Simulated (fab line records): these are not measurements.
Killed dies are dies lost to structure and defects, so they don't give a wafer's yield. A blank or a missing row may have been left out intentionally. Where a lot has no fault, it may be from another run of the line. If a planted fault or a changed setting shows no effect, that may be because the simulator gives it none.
Split-lot experiment :: flow ritCmos :: route with 202 steps; 5 lots, 23 wafers read

== SPLIT DETAILS ==
At RIT_NWELL_IMPLANT_08, the setting doseCm2 was moved away from the recipe's 5e+13 on 9 of the 23 wafers read, by -3.1% to +6.1%. This setting was run at the recipe's value on the other wafers.

== FROM THE SPLIT TO THE READING: what the file shows between them, 6 steps ==
- RIT_NWELL_STRIP_09: strips in O2, time 180 s
- RIT_NWELL_TW_MEAS_10
- RIT_PWELL_SOFTBAKE_02: time 60 s (also split here: tempC)
- RIT_PWELL_EXPOSE_03: exposes mask M3, target cd 43700 nm
- RIT_PWELL_PEB_04
- RIT_WELLDRIVE_ANNEAL_00: time 14700 s

== THE READING ==
NWELL_RS (ohm/sq), read at RIT_WELLDRIVE_RS_MEAS_01 with a four-point probe. On this fab line, fault-free wafers typically give 275.8 ohm/sq with a standard deviation of 0.74 ohm/sq.

wafer: L075.1
tool, chamber at the split: implanter-03, 0
doseCm2 as run: 5e+13
against the recipe: recipe
NWELL_RS, ohm/sq: 275.9
against lot-mates on the recipe: -

wafer: L075.3
tool, chamber at the split: implanter-03, 0
doseCm2 as run: 4.843e+13
against the recipe: -3.1%
NWELL_RS, ohm/sq: 280.7
against lot-mates on the recipe: +4.9

wafer: L075.4
tool, chamber at the split: implanter-03, 0
doseCm2 as run: 4.843e+13
against the recipe: -3.1%
NWELL_RS, ohm/sq: 281.3
against lot-mates on the recipe: +5.5

wafer: L075.5
tool, chamber at the split: implanter-03, 0
doseCm2 as run: 5e+13
against the recipe: recipe
NWELL_RS, ohm/sq: 275.6
against lot-mates on the recipe: -

wafer: L075.6
tool, chamber at the split: implanter-03, 0
doseCm2 as run: 5e+13
against the recipe: recipe
NWELL_RS, ohm/sq: 275.8
against lot-mates on the recipe: -

wafer: L079.2
tool, chamber at the split: implanter-02, 0
doseCm2 as run: 4.867e+13
against the recipe: -2.7%
NWELL_RS, ohm/sq: 280.6
against lot-mates on the recipe: +5.0

wafer: L079.3
tool, chamber at the split: implanter-02, 0
doseCm2 as run: 5e+13
against the recipe: recipe
NWELL_RS, ohm/sq: 276.2
against lot-mates on the recipe: -

wafer: L079.4
tool, chamber at the split: implanter-02, 0
doseCm2 as run: 5e+13
against the recipe: recipe
NWELL_RS, ohm/sq: 275.0
against lot-mates on the recipe: -

wafer: L079.5
tool, chamber at the split: implanter-02, 0
doseCm2 as run: 4.867e+13
against the recipe: -2.7%
NWELL_RS, ohm/sq: 280.7
against lot-mates on the recipe: +5.1

wafer: L079.6
tool, chamber at the split: implanter-02, 0
doseCm2 as run: 4.867e+13
against the recipe: -2.7%
NWELL_RS, ohm/sq: 280.8
against lot-mates on the recipe: +5.2

wafer: L080.1
tool, chamber at the split: implanter-03, 0
doseCm2 as run: 5e+13
against the recipe: recipe
NWELL_RS, ohm/sq: 275.8
against lot-mates on the recipe: -

wafer: L080.2
tool, chamber at the split: implanter-03, 0
doseCm2 as run: 5e+13
against the recipe: recipe
NWELL_RS, ohm/sq: 276.0
against lot-mates on the recipe: -

wafer: L080.3
tool, chamber at the split: implanter-03, 0
doseCm2 as run: 5.096e+13
against the recipe: +1.9%
NWELL_RS, ohm/sq: 273.0
against lot-mates on the recipe: -3.2

wafer: L080.5
tool, chamber at the split: implanter-03, 0
doseCm2 as run: 5e+13
against the recipe: recipe
NWELL_RS, ohm/sq: 276.7
against lot-mates on the recipe: -

wafer: L080.6
tool, chamber at the split: implanter-03, 0
doseCm2 as run: 5.096e+13
against the recipe: +1.9%
NWELL_RS, ohm/sq: 273.4
against lot-mates on the recipe: -2.8

wafer: L082.1
tool, chamber at the split: implanter-02, 0
doseCm2 as run: 5.305e+13
against the recipe: +6.1%
NWELL_RS, ohm/sq: 265.9
against lot-mates on the recipe: -9.8

wafer: L082.2
tool, chamber at the split: implanter-02, 0
doseCm2 as run: 5.305e+13
against the recipe: +6.1%
NWELL_RS, ohm/sq: 264.9
against lot-mates on the recipe: -10.8

wafer: L082.4
tool, chamber at the split: implanter-02, 0
doseCm2 as run: 5e+13
against the recipe: recipe
NWELL_RS, ohm/sq: 275.6
against lot-mates on the recipe: -

wafer: L082.5
tool, chamber at the split: implanter-02, 0
doseCm2 as run: 5e+13
against the recipe: recipe
NWELL_RS, ohm/sq: 275.6
against lot-mates on the recipe: -

wafer: L082.6
tool, chamber at the split: implanter-02, 0
doseCm2 as run: 5e+13
against the recipe: recipe
NWELL_RS, ohm/sq: 275.8
against lot-mates on the recipe: -

wafer: L084.2
tool, chamber at the split: implanter-03, 0
doseCm2 as run: 5e+13
against the recipe: recipe
NWELL_RS, ohm/sq: 275.5
against lot-mates on the recipe: -

wafer: L084.4
tool, chamber at the split: implanter-03, 0
doseCm2 as run: 5e+13
against the recipe: recipe
NWELL_RS, ohm/sq: 275.1
against lot-mates on the recipe: -

wafer: L084.6
tool, chamber at the split: implanter-03, 0
doseCm2 as run: 5e+13
against the recipe: recipe
NWELL_RS, ohm/sq: 276.0
against lot-mates on the recipe: -

THE FIT
A straight line over all 23 wafers: NWELL_RS changes by -1.7 ohm/sq for each +1% of doseCm2; r = -0.99; the points scatter about the line by 0.46 ohm/sq.
The same after taking each lot's own level away (the mean of its wafers on the recipe; 23 wafers): -1.71 ohm/sq for each +1%; r = -1.00; scatter 0.4 ohm/sq.
On that fit, the largest move of doseCm2 shifts the reading by 10 ohm/sq.
Across the lots, their own levels run from 275.53 to 276.17 ohm/sq, a range of 0.9 times the standard deviation given above.
The two slopes are in agreement: the lot-to-lot level therefore moves the slope only a little.
Check: -10.7 ohm/sq against its lot-mates is what the line predicts for one of the wafers moved furthest among these (+6.1%) when that wafer is left out of the fit. It came out at -9.77 ohm/sq against them.

== ADDITIONAL SPLITS CARRIED BY THESE WAFERS ==
Note: prior to the reading, these wafers also went through further splits. Each is held against what the fit with the lots' levels taken away leaves over:
other split on the same wafers: RIT_FOX2_OXIDATION_00 tempC
wafers away from the commonest value: 18
r with NWELL_RS (lot level and that fit taken away): -0.21

other split on the same wafers: RIT_NWELL_SOFTBAKE_02 tempC
wafers away from the commonest value: 7
r with NWELL_RS (lot level and that fit taken away): -0.09

other split on the same wafers: RIT_PWELL_SOFTBAKE_02 tempC
wafers away from the commonest value: 5
r with NWELL_RS (lot level and that fit taken away): -0.52

== THE WHOLE CHAIN: every reading that the file lists as answering this split, in the file's order ==
step: RIT_NWELL_TW_MEAS_10
what it does: 
reading: NWELL_TW
change (the file's fit): +7.76 for each +1% of the setting
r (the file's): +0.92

step: RIT_WELLDRIVE_RS_MEAS_01
what it does: measures by four-point-probe
reading: NWELL_RS
change (the file's fit): -1.7 for each +1% of the setting
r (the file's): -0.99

== FILE'S OWN FIT ==
NWELL_RS changes by -1.7 ohm/sq for each +1% of doseCm2, r = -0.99.
